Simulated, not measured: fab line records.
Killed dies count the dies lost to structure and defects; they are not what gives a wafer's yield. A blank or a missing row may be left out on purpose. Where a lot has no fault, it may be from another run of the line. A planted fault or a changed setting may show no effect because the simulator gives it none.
fab line records | flow rit-cmos
[record] lots = 13 | wafers = 39 | last-day = 7
route steps=202 shown ACTIVE@5 NSD@140 M1@184
lots with no fault: from the same line, run without faults
start-h: start of the lot's first displayed wafer, in hours after the record's first day | wait-h: hours since the lot's step before | " the same as in the row above | L1.1+2: a row that stands for several wafers | - no value, or no start was given | * or withheld: withheld | < > ~ a bound
route shown NAME@n: a module of which the file shows steps, and the number in the route of the first | usual: mean/standard deviation of fault-free wafers | same: alike in all rows | chamber/n: place in a boat | sites: readings site by site | _std_site: the values' standard deviation | _edge_site: mean of outer sites minus mean of inner sites | radius-mm: for every site, how far away it sits from the centre of the wafer | mask NAME#n: copy n | behind: tool/chamber where the wafer was last shaped | hold: cause of the lot's hold/its duration in hours/its outcome | device: whichever transistor did not switch (one of n, p or np) | end of line: the tests these same wafers got at the end of their route | a step without rows: its recipe alone | killed: count of dies lost to structure and defects at first sort (not the wafer's yield) | map: per-die view of a wafer (x killed, . not killed, _ where there is no die)
set.NAME: setting as actually run; set.NAME@STEP: the setting as run at that earlier step | model.NAME: the simulator's own value behind a step, which no gauge read
route steps across a sampled set of lots; one table per step, one row per wafer
services: a tool's chamber out of use, with start hour (start-h, from the record's first day; less than 0 if before it), hours out, and reason
[[steps]]
[step RIT_ACTIVE_THK_MEAS_04]
[recipe] reads = Si3N4_of_ACTIVE_CVD_03
[usual] ACTIVE_NITRIDE_THK = 150.1/1.3
lot.wafer | tool          | chamber | start-h | wait-h | ACTIVE_NITRIDE_THK[nm]
L200.3    | film-metro-01 | -       | 13.55   | 0.0    | 149.4
L200.4    | "             | -       | "       | "      | 150.0
L200.6    | "             | -       | "       | "      | 148.8
L201.1    | film-metro-03 | -       | 18.53   | 0.0    | 152.1
L201.3    | "             | -       | "       | "      | 152.9
L201.6    | "             | -       | "       | "      | 152.1
L203.2    | film-metro-02 | -       | 29.89   | 0.0    | 152.3
L203.3    | "             | -       | "       | "      | 151.7
L203.5    | "             | -       | "       | "      | 151.9
L205.3    | film-metro-01 | -       | 38.55   | 0.0    | 150.5
L205.4    | "             | -       | "       | "      | 150.0
L205.5    | "             | -       | "       | "      | 151.4
L206.2    | film-metro-02 | -       | 43.54   | 0.0    | 150.0
L206.5    | "             | -       | "       | "      | 150.4
L206.6    | "             | -       | "       | "      | 148.9
L207.1    | film-metro-01 | -       | 49.24   | 0.0    | 150.2
L207.3    | "             | -       | "       | "      | 148.1
L207.4    | "             | -       | "       | "      | 149.3
L208.1    | film-metro-03 | -       | 54.67   | 0.0    | 151.7
L208.2    | "             | -       | "       | "      | 151.0
L208.4    | "             | -       | "       | "      | 150.3
L210.3    | film-metro-02 | -       | 63.55   | 0.0    | 150.2
L210.4    | "             | -       | "       | "      | 149.6
L210.6    | "             | -       | "       | "      | 149.6
L212.3    | film-metro-01 | -       | 73.55   | 0.0    | 149.7
L212.4    | "             | -       | "       | "      | 150.4
L212.5    | "             | -       | "       | "      | 147.9
L216.3    | film-metro-03 | -       | 94.12   | 0.0    | 148.8
L216.4    | "             | -       | "       | "      | 150.4
L216.5    | "             | -       | "       | "      | 149.6
L219.1    | film-metro-03 | -       | 110.03  | 0.0    | 148.7
L219.4    | "             | -       | "       | "      | 148.5
L219.6    | "             | -       | "       | "      | 148.6
L220.1    | film-metro-02 | -       | 114.98  | 0.0    | 149.4
L220.2    | "             | -       | "       | "      | 149.1
L220.4    | "             | -       | "       | "      | 149.1
L221.2    | film-metro-03 | -       | 119.94  | 0.0    | 151.3
L221.4    | "             | -       | "       | "      | 151.1
L221.6    | "             | -       | "       | "      | 151.4
[step RIT_ACTIVE_CD_MEAS_90]
[recipe] target-cd-nm = 1400
[usual] cd-nm = 1400.2/2.4
lot.wafer | tool      | chamber | start-h | wait-h | cd-nm
L200.3    | cd-sem-01 | -       | 15.18   | 0.1    | 1397.7
L200.4    | "         | -       | "       | "      | 1397.5
L200.6    | "         | -       | "       | "      | 1395.8
L201.1    | cd-sem-02 | -       | 20.14   | 0.1    | 1396.1
L201.3    | "         | -       | "       | "      | 1394.3
L201.6    | "         | -       | "       | "      | 1394.0
L203.2    | cd-sem-02 | -       | 31.80   | 0.1    | 1402.5
L203.3    | "         | -       | "       | "      | 1403.4
L203.5    | "         | -       | "       | "      | 1403.0
L205.3    | cd-sem-01 | -       | 40.06   | 0.1    | 1398.9
L205.4    | "         | -       | "       | "      | 1397.5
L205.5    | "         | -       | "       | "      | 1399.4
L206.2    | cd-sem-01 | -       | 45.04   | 0.1    | 1400.3
L206.5    | "         | -       | "       | "      | 1399.1
L206.6    | "         | -       | "       | "      | 1402.0
L207.1    | cd-sem-01 | -       | 51.00   | 0.1    | 1396.7
L207.3    | "         | -       | "       | "      | 1395.1
L207.4    | "         | -       | "       | "      | 1396.1
L208.1    | cd-sem-01 | -       | 56.16   | 0.1    | 1400.6
L208.2    | "         | -       | "       | "      | 1401.8
L208.4    | "         | -       | "       | "      | 1400.9
L210.3    | cd-sem-01 | -       | 65.06   | 0.1    | 1398.4
L210.4    | "         | -       | "       | "      | 1398.8
L210.6    | "         | -       | "       | "      | 1399.5
L212.3    | cd-sem-02 | -       | 75.18   | 0.1    | 1401.4
L212.4    | "         | -       | "       | "      | 1399.0
L212.5    | "         | -       | "       | "      | 1399.2
L216.3    | cd-sem-01 | -       | 95.75   | 0.1    | 1398.4
L216.4    | "         | -       | "       | "      | 1399.1
L216.5    | "         | -       | "       | "      | 1400.3
L219.1    | cd-sem-02 | -       | 111.52  | 0.1    | 1403.0
L219.4    | "         | -       | "       | "      | 1402.2
L219.6    | "         | -       | "       | "      | 1403.0
L220.1    | cd-sem-01 | -       | 116.54  | 0.1    | 1402.5
L220.2    | "         | -       | "       | "      | 1404.6
L220.4    | "         | -       | "       | "      | 1402.1
L221.2    | cd-sem-01 | -       | 121.44  | 0.1    | 1403.9
L221.4    | "         | -       | "       | "      | 1402.9
L221.6    | "         | -       | "       | "      | 1402.0
[step RIT_NSD_STRIP_09]
[recipe] chemistry = O2 | time-s = 180 | resist = NOVOLAK | platen-temp-c = withheld | power-w = 500 | pressure-mtorr = 4000 | o2-flow-sccm = 4000
[usual] chamber-pressure-mTorr = 4000/3.5 | drypump-motor-current-A = 5.30/0.27
[same] time-s = 180
lot.wafer | tool            | chamber | start-h | wait-h | chamber-pressure-mTorr | drypump-motor-current-A | rf-hours-counter-h
L200.3    | plasma-asher-01 | 0       | 46.55   | 0.1    | 4003                   | 5.27                    | -
L200.4    | "               | 1       | "       | "      | 4000                   | 5.18                    | -
L200.6    | "               | 0       | "       | "      | 4004                   | 5.27                    | -
L201.1    | plasma-asher-02 | 1       | 51.93   | 0.1    | 3999                   | 5.13                    | 42
L201.3    | "               | 1       | "       | "      | 3998                   | 5.14                    | -
L201.6    | "               | 1       | "       | "      | 4002                   | 5.16                    | -
L203.2    | plasma-asher-01 | 1       | 63.80   | 0.1    | 4003                   | 5.21                    | 37
L203.3    | "               | 0       | "       | "      | 4004                   | 5.28                    | -
L203.5    | "               | 0       | "       | "      | 3999                   | 5.28                    | -
L205.3    | plasma-asher-02 | 1       | 73.31   | 0.1    | 4000                   | 5.16                    | -
L205.4    | "               | 0       | "       | "      | 3997                   | 5.18                    | -
L205.5    | "               | 0       | "       | "      | 4002                   | 5.21                    | -
L206.2    | plasma-asher-01 | 0       | 76.27   | 0.1    | 3994                   | 5.27                    | 38
L206.5    | "               | 1       | "       | "      | 3997                   | 5.20                    | -
L206.6    | "               | 0       | "       | "      | 4000                   | 5.30                    | -
L207.1    | plasma-asher-01 | 0       | 83.46   | 0.1    | 4001                   | 5.30                    | 39
L207.3    | "               | 0       | "       | "      | 4002                   | 5.29                    | -
L207.4    | "               | 1       | "       | "      | 4000                   | 5.19                    | -
L208.1    | plasma-asher-01 | 1       | 88.00   | 0.1    | 4004                   | 5.19                    | 40
L208.2    | "               | 0       | "       | "      | 3999                   | 5.30                    | 40
L208.4    | "               | 1       | "       | "      | 4001                   | 5.17                    | -
L210.3    | plasma-asher-01 | 0       | 97.59   | 0.1    | 3999                   | 5.26                    | -
L210.4    | "               | 1       | "       | "      | 4001                   | 5.18                    | -
L210.6    | "               | 1       | "       | "      | 3997                   | 5.18                    | -
L212.3    | plasma-asher-02 | 1       | 110.19  | 0.1    | 4002                   | 5.14                    | -
L212.4    | "               | 0       | "       | "      | 3997                   | 5.21                    | -
L212.5    | "               | 0       | "       | "      | 3997                   | 5.23                    | -
L216.3    | plasma-asher-01 | 0       | 132.47  | 0.1    | 3996                   | 5.31                    | -
L216.4    | "               | 1       | "       | "      | 4003                   | 5.20                    | -
L216.5    | "               | 1       | "       | "      | 4000                   | 5.19                    | -
L219.1    | plasma-asher-02 | 1       | 148.68  | 0.1    | 4003                   | 5.16                    | 53
L219.4    | "               | 0       | "       | "      | 4006                   | 5.21                    | -
L219.6    | "               | 1       | "       | "      | 4001                   | 5.17                    | -
L220.1    | plasma-asher-02 | 1       | 152.09  | 0.1    | 3999                   | 5.19                    | 53
L220.2    | "               | 0       | "       | "      | 4006                   | 5.20                    | 53
L220.4    | "               | 0       | "       | "      | 3992                   | 5.21                    | -
L221.2    | plasma-asher-02 | 0       | 161.28  | 0.1    | 4003                   | 5.22                    | 54
L221.4    | "               | 1       | "       | "      | 3999                   | 5.17                    | -
L221.6    | "               | 0       | "       | "      | 4004                   | 5.21                    | -
[step RIT_M1_SPUTTER_00]
[recipe] material = Al | target-thk-nm = 400 | power-w = 2000 | chamber-pressure-pa = 0.4 | gas = Ar | time-s = 500 | substrate-temp-c = 25
[usual] throttle-valve-pct = 30.8/1.1
[same] time-s = 500
lot.wafer | tool           | chamber | start-h | wait-h | throttle-valve-pct
L200.3    | pvd-sputter-01 | -       | 52.07   | 0.0    | 31.5
L200.4    | "              | -       | "       | "      | 29.3
L200.6    | "              | -       | "       | "      | 30.2
L201.1    | pvd-sputter-04 | -       | 57.43   | 0.0    | 31.9
L201.3    | "              | -       | "       | "      | 32.0
L201.6    | "              | -       | "       | "      | 29.0
L203.2    | pvd-sputter-04 | -       | 69.48   | 0.0    | 28.9
L203.3    | "              | -       | "       | "      | 32.2
L203.5    | "              | -       | "       | "      | 31.7
L205.3    | pvd-sputter-03 | -       | 79.05   | 0.0    | 31.8
L205.4    | "              | -       | "       | "      | 30.2
L205.5    | "              | -       | "       | "      | 31.4
L206.2    | pvd-sputter-01 | -       | 81.87   | 0.0    | 29.1
L206.5    | "              | -       | "       | "      | 31.3
L206.6    | "              | -       | "       | "      | 30.0
L207.1    | pvd-sputter-04 | -       | 89.23   | 0.0    | 31.9
L207.3    | "              | -       | "       | "      | 31.6
L207.4    | "              | -       | "       | "      | 29.0
L208.1    | pvd-sputter-01 | -       | 93.45   | 0.0    | 32.6
L208.2    | "              | -       | "       | "      | 30.1
L208.4    | "              | -       | "       | "      | 29.3
L210.3    | pvd-sputter-01 | -       | 103.17  | 0.0    | 32.6
L210.4    | "              | -       | "       | "      | 30.1
L210.6    | "              | -       | "       | "      | 32.7
L212.3    | pvd-sputter-03 | -       | 115.80  | 0.0    | 31.3
L212.4    | "              | -       | "       | "      | 30.1
L212.5    | "              | -       | "       | "      | 29.3
L216.3    | pvd-sputter-04 | -       | 137.97  | 0.0    | 31.5
L216.4    | "              | -       | "       | "      | 31.4
L216.5    | "              | -       | "       | "      | 31.7
L219.1    | pvd-sputter-03 | -       | 154.94  | 0.0    | 30.0
L219.4    | "              | -       | "       | "      | 31.6
L219.6    | "              | -       | "       | "      | 31.5
L220.1    | pvd-sputter-04 | -       | 157.87  | 0.0    | 32.0
L220.2    | "              | -       | "       | "      | 29.1
L220.4    | "              | -       | "       | "      | 31.7
L221.2    | pvd-sputter-03 | -       | 166.86  | 0.0    | 30.0
L221.4    | "              | -       | "       | "      | 29.4
L221.6    | "              | -       | "       | "      | 31.3
[step RIT_M1_RS_MEAS_01]
[recipe] thk-meas-gauge = four-point-probe | reads = Al_of_M1_SPUTTER_00
[usual] M1_AL_RS = 0.0734/0.00079
lot.wafer | tool          | chamber | start-h | wait-h | M1_AL_RS[ohm/sq]
L200.3    | film-metro-01 | -       | 52.70   | 0.3    | 0.0727
L200.4    | "             | -       | "       | "      | 0.0728
L200.6    | "             | -       | "       | "      | 0.0724
L201.1    | film-metro-03 | -       | 57.72   | 0.1    | 0.0732
L201.3    | "             | -       | "       | "      | 0.0730
L201.6    | "             | -       | "       | "      | 0.0729
L203.2    | film-metro-02 | -       | 69.79   | 0.2    | 0.0738
L203.3    | "             | -       | "       | "      | 0.0735
L203.5    | "             | -       | "       | "      | 0.0736
L205.3    | film-metro-03 | -       | 79.39   | 0.2    | 0.0739
L205.4    | "             | -       | "       | "      | 0.0746
L205.5    | "             | -       | "       | "      | 0.0740
L206.2    | film-metro-03 | -       | 82.19   | 0.2    | 0.0744
L206.5    | "             | -       | "       | "      | 0.0739
L206.6    | "             | -       | "       | "      | 0.0739
L207.1    | film-metro-01 | -       | 89.52   | 0.1    | 0.0733
L207.3    | "             | -       | "       | "      | 0.0729
L207.4    | "             | -       | "       | "      | 0.0729
L208.1    | film-metro-01 | -       | 93.74   | 0.1    | 0.0734
L208.2    | "             | -       | "       | "      | 0.0729
L208.4    | "             | -       | "       | "      | 0.0745
L210.3    | film-metro-01 | -       | 103.51  | 0.2    | 0.0733
L210.4    | "             | -       | "       | "      | 0.0736
L210.6    | "             | -       | "       | "      | 0.0733
L212.3    | film-metro-03 | -       | 116.13  | 0.2    | 0.0733
L212.4    | "             | -       | "       | "      | 0.0738
L212.5    | "             | -       | "       | "      | 0.0724
L216.3    | film-metro-03 | -       | 138.30  | 0.2    | 0.0730
L216.4    | "             | -       | "       | "      | 0.0733
L216.5    | "             | -       | "       | "      | 0.0742
L219.1    | film-metro-02 | -       | 155.26  | 0.2    | 0.0731
L219.4    | "             | -       | "       | "      | 0.0719
L219.6    | "             | -       | "       | "      | 0.0735
L220.1    | film-metro-03 | -       | 158.20  | 0.2    | 0.0733
L220.2    | "             | -       | "       | "      | 0.0770
L220.4    | "             | -       | "       | "      | 0.0722
L221.2    | film-metro-03 | -       | 167.17  | 0.2    | 0.0730
L221.4    | "             | -       | "       | "      | 0.0728
L221.6    | "             | -       | "       | "      | 0.0726
[step RIT_M1_PROBE_99]
[usual] defect-limited-yield = 97.6/1.1 | killed-at-contacts = 0.1/0.31 | killed-at-front-end = 6.3/3 | killed-dies = 6.4/3 | killed-open = 3/1.9 | killed-short = 3.4/1.9 | sort_bin_3_pad_short = 0.1/0.18 | sort_bin_5_function = 1.4/0.78 | sort_bin_6_memory = 0.9/0.65 | sort-n-pass = 257.6/3 | sort-yield-pct = 97.6/1.1
[same] gross-dies = 264 | killed_at_M0_to_M3 = 0 | killed_at_M4_up = 0 | killed-at-back-side = 0 | killed-at-other = 0
lot.wafer | tool      | chamber | start-h | wait-h | defect-limited-yield[%] | killed-at-contacts | killed-at-front-end | killed-dies | killed-open | killed-short | sort_bin_3_pad_short[%] | sort_bin_5_function[%] | sort_bin_6_memory[%] | sort-n-pass | sort-yield-pct[%]
L200.3    | prober-01 | -       | 56.61   | 0.2    | 97.7                    | 0                  | 6                   | 6           | 4           | 2            | 0.4                     | 1.5                    | 0.4                  | 258.0       | 97.7
L200.4    | prober-01 | -       | 56.66   | 0.2    | 96.6                    | 0                  | 9                   | 9           | 4           | 5            | 0                       | 2.3                    | 1.1                  | 255.0       | 96.6
L200.6    | prober-01 | -       | 56.76   | 0.2    | 98.1                    | 1                  | 4                   | 5           | 4           | 1            | 0                       | 1.1                    | 0.8                  | 259.0       | 98.1
L201.1    | prober-02 | -       | 61.52   | 0.1    | 96.6                    | 1                  | 8                   | 9           | 3           | 6            | 0.4                     | 2.7                    | 0.4                  | 255.0       | 96.6
L201.3    | prober-02 | -       | 61.62   | 0.2    | 94.3                    | 0                  | 15                  | 15          | 7           | 8            | 0.4                     | 1.5                    | 3.8                  | 249.0       | 94.3
L201.6    | prober-02 | -       | 61.77   | 0.2    | 98.1                    | 0                  | 5                   | 5           | 1           | 4            | 0                       | 1.5                    | 0.4                  | 259.0       | 98.1
L203.2    | prober-02 | -       | 73.60   | 0.1    | 98.9                    | 0                  | 3                   | 3           | 2           | 1            | 0                       | 0.4                    | 0.8                  | 261.0       | 98.9
L203.3    | prober-02 | -       | 73.65   | 0.2    | 97.0                    | 0                  | 8                   | 8           | 4           | 4            | 0                       | 1.5                    | 1.5                  | 256.0       | 97.0
L203.5    | prober-02 | -       | 73.75   | 0.2    | 97.7                    | 0                  | 6                   | 6           | 1           | 5            | 0.4                     | 1.1                    | 0.8                  | 258.0       | 97.7
L205.3    | prober-02 | -       | 83.29   | 0.2    | 97.7                    | 0                  | 6                   | 6           | 3           | 3            | 0                       | 0.8                    | 1.5                  | 258.0       | 97.7
L205.4    | prober-02 | -       | 83.34   | 0.2    | 97.7                    | 0                  | 6                   | 6           | 2           | 4            | 0.4                     | 1.9                    | 0                    | 258.0       | 97.7
L205.5    | prober-02 | -       | 83.39   | 0.2    | 98.1                    | 0                  | 5                   | 5           | 2           | 3            | 0.4                     | 1.1                    | 0.4                  | 259.0       | 98.1
L206.2    | prober-01 | -       | 85.98   | 0.1    | 97.3                    | 0                  | 7                   | 7           | 5           | 2            | 0                       | 0.8                    | 1.9                  | 257.0       | 97.3
L206.5    | prober-01 | -       | 86.13   | 0.2    | 98.1                    | 0                  | 5                   | 5           | 2           | 3            | 0                       | 0.8                    | 1.1                  | 259.0       | 98.1
L206.6    | prober-01 | -       | 86.18   | 0.2    | 95.5                    | 0                  | 12                  | 12          | 6           | 6            | 0                       | 3.4                    | 1.1                  | 252.0       | 95.5
L207.1    | prober-02 | -       | 93.50   | 0.1    | 98.1                    | 0                  | 5                   | 5           | 4           | 1            | 0                       | 1.1                    | 0.8                  | 259.0       | 98.1
L207.3    | prober-02 | -       | 93.60   | 0.2    | 99.2                    | 0                  | 2                   | 2           | 1           | 1            | 0                       | 0.4                    | 0.4                  | 262.0       | 99.2
L207.4    | prober-02 | -       | 93.65   | 0.2    | 96.2                    | 0                  | 10                  | 10          | 3           | 7            | 0                       | 2.3                    | 1.5                  | 254.0       | 96.2
L208.1    | prober-01 | -       | 97.59   | 0.1    | 97.3                    | 0                  | 7                   | 7           | 1           | 5            | 0                       | 1.5                    | 1.1                  | 257.0       | 97.3
L208.2    | prober-01 | -       | 97.64   | 0.1    | 96.2                    | 0                  | 10                  | 10          | 7           | 3            | 0                       | 2.3                    | 1.5                  | 254.0       | 96.2
L208.4    | prober-01 | -       | 97.74   | 0.2    | 97.3                    | 0                  | 7                   | 7           | 2           | 5            | 0                       | 1.5                    | 1.1                  | 257.0       | 97.3
L210.3    | prober-01 | -       | 107.32  | 0.2    | 97.0                    | 0                  | 8                   | 8           | 4           | 4            | 0                       | 2.3                    | 0.8                  | 256.0       | 97.0
L210.4    | prober-01 | -       | 107.37  | 0.2    | 95.8                    | 0                  | 11                  | 11          | 5           | 6            | 0.4                     | 3.0                    | 0.8                  | 253.0       | 95.8
L210.6    | prober-01 | -       | 107.47  | 0.2    | 96.2                    | 0                  | 10                  | 10          | 4           | 6            | 0                       | 2.7                    | 1.1                  | 254.0       | 96.2
L212.3    | prober-01 | -       | 120.03  | 0.2    | 95.8                    | 0                  | 11                  | 11          | 7           | 4            | 0                       | 2.7                    | 1.5                  | 253.0       | 95.8
L212.4    | prober-01 | -       | 120.08  | 0.2    | 96.6                    | 1                  | 8                   | 9           | 3           | 6            | 0.4                     | 1.5                    | 1.5                  | 255.0       | 96.6
L212.5    | prober-01 | -       | 120.13  | 0.2    | 96.6                    | 0                  | 9                   | 9           | 6           | 2            | 0                       | 2.3                    | 1.1                  | 255.0       | 96.6
L216.3    | prober-01 | -       | 142.39  | 0.2    | 97.0                    | 0                  | 8                   | 8           | 3           | 5            | 0                       | 1.9                    | 1.1                  | 256.0       | 97.0
L216.4    | prober-01 | -       | 142.44  | 0.2    | 98.5                    | 0                  | 4                   | 4           | 3           | 1            | 0                       | 1.1                    | 0.4                  | 260.0       | 98.5
L216.5    | prober-01 | -       | 142.49  | 0.2    | 97.7                    | 1                  | 5                   | 6           | 3           | 3            | 0                       | 1.9                    | 0.4                  | 258.0       | 97.7
L219.1    | prober-02 | -       | 159.59  | 0.1    | 98.1                    | 0                  | 5                   | 5           | 1           | 4            | 0                       | 1.1                    | 0.8                  | 259.0       | 98.1
L219.4    | prober-02 | -       | 159.74  | 0.2    | 99.2                    | 0                  | 2                   | 2           | 1           | 1            | 0.4                     | 0.4                    | 0                    | 262.0       | 99.2
L219.6    | prober-02 | -       | 159.84  | 0.2    | 97.3                    | 0                  | 7                   | 7           | 3           | 4            | 0.4                     | 1.1                    | 1.1                  | 257.0       | 97.3
L220.1    | prober-01 | -       | 161.92  | 0.1    | 97.3                    | 0                  | 7                   | 7           | 6           | 1            | 0                       | 1.5                    | 1.1                  | 257.0       | 97.3
L220.2    | prober-01 | -       | 161.97  | 0.1    | 98.9                    | 0                  | 3                   | 3           | 1           | 2            | 0                       | 0.4                    | 0.8                  | 261.0       | 98.9
L220.4    | prober-01 | -       | 162.07  | 0.2    | 94.3                    | 0                  | 15                  | 15          | 7           | 8            | 0.4                     | 3.8                    | 1.5                  | 249.0       | 94.3
L221.2    | prober-02 | -       | 171.04  | 0.1    | 98.5                    | 0                  | 4                   | 4           | 2           | 2            | 0                       | 0.8                    | 0.8                  | 260.0       | 98.5
L221.4    | prober-02 | -       | 171.14  | 0.2    | 98.1                    | 0                  | 5                   | 5           | 3           | 2            | 0                       | 1.5                    | 0.4                  | 259.0       | 98.1
L221.6    | prober-02 | -       | 171.24  | 0.2    | 98.5                    | 0                  | 4                   | 4           | 2           | 2            | 0                       | 1.5                    | 0                    | 260.0       | 98.5
// killed by level:class
L200.3 GATE:geometric-particle:open=2 FOX1:geometric-particle:short=1 FOX1:geometric-particle:open=1 GATE:geometric-particle:short=1 SILICIDE:geometric-particle:open=1
L200.4 GATE:geometric-particle:short=4 GATE:geometric-particle:open=2 FOX1:geometric-particle:short=1 FOX1:geometric-particle:open=1 REOX:geometric-particle:open=1
L200.6 GATE:geometric-particle:open=2 FOX2:geometric-particle:open=1 GATE:geometric-particle:short=1 CONTACT:geometric-particle:open=1
L201.1 FOX1:geometric-particle:short=2 REOX:geometric-particle:open=2 REOX:geometric-particle:short=2 GATE:geometric-particle:open=1 SPACER:geometric-particle:short=1 CONTACT:geometric-particle:short=1
L201.3 REOX:geometric-particle:open=3 REOX:geometric-particle:short=3 FOX1:geometric-particle:short=2 GATE:geometric-particle:short=2 GATE:geometric-particle:open=2 FOX1:geometric-particle:open=1 SPACER:geometric-particle:open=1 SILICIDE:geometric-particle:short=1
L201.6 SPACER:geometric-particle:short=2 FOX1:geometric-particle:open=1 GATE:geometric-particle:short=1 REOX:geometric-particle:short=1
L203.2 FOX1:geometric-particle:open=2 SPACER:geometric-particle:short=1
L203.3 FOX1:geometric-particle:short=2 GATE:geometric-particle:open=2 ACTIVE:geometric-particle:open=1 FOX2:geometric-particle:open=1 FOX2:geometric-particle:short=1 SPACER:geometric-particle:short=1
L203.5 FOX1:geometric-particle:short=2 FOX2:geometric-particle:short=1 GATE:geometric-particle:short=1 SPACER:geometric-particle:open=1 SILICIDE:geometric-particle:short=1
L205.3 GATE:geometric-particle:open=2 GATE:geometric-particle:short=2 FOX1:geometric-particle:open=1 SILICIDE:geometric-particle:short=1
L205.4 FOX1:geometric-particle:short=2 FOX1:geometric-particle:open=1 GATE:geometric-particle:short=1 REOX:geometric-particle:short=1 REOX:geometric-particle:open=1
L205.5 FOX2:geometric-particle:open=1 FOX2:geometric-particle:short=1 GATE:geometric-particle:short=1 SILICIDE:geometric-particle:short=1 SILICIDE:geometric-particle:open=1
L206.2 SPACER:geometric-particle:open=3 SILICIDE:geometric-particle:open=2 GATE:geometric-particle:short=1 SILICIDE:geometric-particle:short=1
L206.5 SPACER:geometric-particle:short=2 FOX1:geometric-particle:open=1 SILICIDE:geometric-particle:short=1 SILICIDE:geometric-particle:open=1
L206.6 SPACER:geometric-particle:open=3 SPACER:geometric-particle:short=2 FOX1:geometric-particle:short=1 FOX2:geometric-particle:short=1 GATE:geometric-particle:short=1 GATE:geometric-particle:open=1 REOX:geometric-particle:open=1 SILICIDE:geometric-particle:open=1
L207.1 REOX:geometric-particle:open=2 FOX1:geometric-particle:short=1 FOX1:geometric-particle:open=1 GATE:geometric-particle:open=1
L207.3 REOX:geometric-particle:short=1 SILICIDE:geometric-particle:open=1
L207.4 SPACER:geometric-particle:short=3 FOX1:geometric-particle:short=2 FOX1:geometric-particle:open=1 GATE:geometric-particle:short=1 GATE:geometric-particle:open=1 REOX:geometric-particle:open=1 REOX:geometric-particle:short=1
L208.1 GATE:geometric-particle:short=2 REOX:geometric-particle:short=2 GATE:geometric-particle:open=1 SILICIDE:geometric-particle:short=1 NLDD:coat-microbubble-printed=1
L208.2 REOX:geometric-particle:open=4 FOX1:geometric-particle:open=1 GATE:geometric-particle:open=1 REOX:geometric-particle:short=1 SPACER:geometric-particle:short=1 SPACER:geometric-particle:open=1 SILICIDE:geometric-particle:short=1
L208.4 FOX1:geometric-particle:short=1 FOX2:geometric-particle:short=1 GATE:geometric-particle:open=1 GATE:geometric-particle:short=1 SPACER:geometric-particle:short=1 SILICIDE:geometric-particle:open=1 SILICIDE:geometric-particle:short=1
L210.3 FOX2:geometric-particle:short=2 FOX1:geometric-particle:short=1 FOX2:geometric-particle:open=1 GATE:geometric-particle:short=1 GATE:geometric-particle:open=1 REOX:geometric-particle:open=1 SPACER:geometric-particle:open=1
L210.4 GATE:geometric-particle:open=2 REOX:geometric-particle:short=2 SILICIDE:geometric-particle:short=2 FOX1:geometric-particle:open=1 FOX2:geometric-particle:short=1 REOX:geometric-particle:open=1 SPACER:geometric-particle:short=1 SPACER:geometric-particle:open=1
L210.6 GATE:geometric-particle:open=3 FOX2:geometric-particle:short=2 GATE:geometric-particle:short=2 REOX:geometric-particle:open=1 SPACER:geometric-particle:short=1 SILICIDE:geometric-particle:short=1
L212.3 GATE:geometric-particle:open=4 REOX:geometric-particle:open=2 SPACER:geometric-particle:short=2 FOX1:geometric-particle:short=1 FOX2:geometric-particle:open=1 SILICIDE:geometric-particle:short=1
L212.4 GATE:geometric-particle:short=3 REOX:geometric-particle:open=2 FOX1:geometric-particle:short=1 GATE:geometric-particle:open=1 REOX:geometric-particle:short=1 CONTACT:geometric-particle:short=1
L212.5 GATE:geometric-particle:open=2 SPACER:geometric-particle:open=2 FOX1:geometric-particle:short=1 FOX1:geometric-particle:open=1 REOX:geometric-particle:short=1 REOX:geometric-particle:open=1 PWELL:coat-microbubble-printed=1
L216.3 GATE:geometric-particle:short=2 REOX:geometric-particle:short=2 FOX1:geometric-particle:open=1 FOX1:geometric-particle:short=1 GATE:geometric-particle:open=1 SPACER:geometric-particle:open=1
L216.4 REOX:geometric-particle:open=2 GATE:geometric-particle:open=1 REOX:geometric-particle:short=1
L216.5 REOX:geometric-particle:open=2 GATE:geometric-particle:open=1 GATE:geometric-particle:short=1 REOX:geometric-particle:short=1 CONTACT:geometric-particle:short=1
L219.1 GATE:geometric-particle:short=2 SPACER:geometric-particle:short=1 SPACER:geometric-particle:open=1 SILICIDE:geometric-particle:short=1
L219.4 SPACER:geometric-particle:open=1 SPACER:geometric-particle:short=1
L219.6 GATE:geometric-particle:short=3 FOX2:geometric-particle:open=1 FOX2:geometric-particle:short=1 GATE:geometric-particle:open=1 SPACER:geometric-particle:open=1
L220.1 GATE:geometric-particle:open=4 REOX:geometric-particle:open=1 SPACER:geometric-particle:open=1 SPACER:geometric-particle:short=1
L220.2 FOX1:geometric-particle:short=1 REOX:geometric-particle:short=1 SPACER:geometric-particle:open=1
L220.4 GATE:geometric-particle:short=5 GATE:geometric-particle:open=4 FOX1:geometric-particle:short=1 FOX1:geometric-particle:open=1 FOX2:geometric-particle:short=1 FOX2:geometric-particle:open=1 SPACER:geometric-particle:open=1 SILICIDE:geometric-particle:short=1
L221.2 GATE:geometric-particle:short=2 GATE:geometric-particle:open=1 REOX:geometric-particle:open=1
L221.4 REOX:geometric-particle:short=2 GATE:geometric-particle:open=1 REOX:geometric-particle:open=1 SPACER:geometric-particle:open=1
L221.6 FOX1:geometric-particle:open=1 GATE:geometric-particle:short=1 REOX:geometric-particle:short=1 SPACER:geometric-particle:open=1
[[services]]
tool            | chamber | start-h | hours | kind
plasma-asher-02 | -       | 23.58   | 2.8   | pm
pvd-sputter-01  | -       | 30.46   | 3.4   | repair
plasma-asher-02 | -       | 77.73   | 3.1   | repair
pvd-sputter-03  | -       | 81.87   | 1.9   | repair
plasma-asher-01 | -       | 98.54   | 2.8   | pm
pvd-sputter-04  | -       | 100.32  | 5.5   | repair
plasma-asher-01 | -       | 108.75  | 9.0   | pm
plasma-asher-01 | 0       | 108.75  | 9.5   | vent-cycle
plasma-asher-01 | 1       | 108.75  | 9.5   | vent-cycle
plasma-asher-01 | -       | 109.09  | 9.1   | repair
plasma-asher-01 | 0       | 117.75  | -     | clean
plasma-asher-01 | 1       | 117.75  | -     | clean
pvd-sputter-04  | -       | 118.33  | 19.5  | repair
[[key]]
[first-sign] step = RIT_M1_RS_MEAS_01 | reading = M1_AL_RS | direction = up | sigmas = 4.7 | usual = 0.0734 | struck = 0.0770
effect none on later readings
met-at RIT_M1_SPUTTER_00
struck-lots L220
struck-wafers L220.2
not-acting-at RIT_ACTIVE_THK_MEAS_04,RIT_ACTIVE_CD_MEAS_90,RIT_NSD_STRIP_09
onset-between 89.23 157.87
[fault] kind = site-profile-drift | tool = pvd-sputter-04 | chamber = - | onset-h = 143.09 | steps = RIT_M1_SPUTTER_00 | basis = fraction | max-abs-drift = 0.11312 | slope-share-per-hr = 56.558 | site-pattern = 0,0,0,0,0,-1,-1,-1,-1 | scope = struck-wafers-only
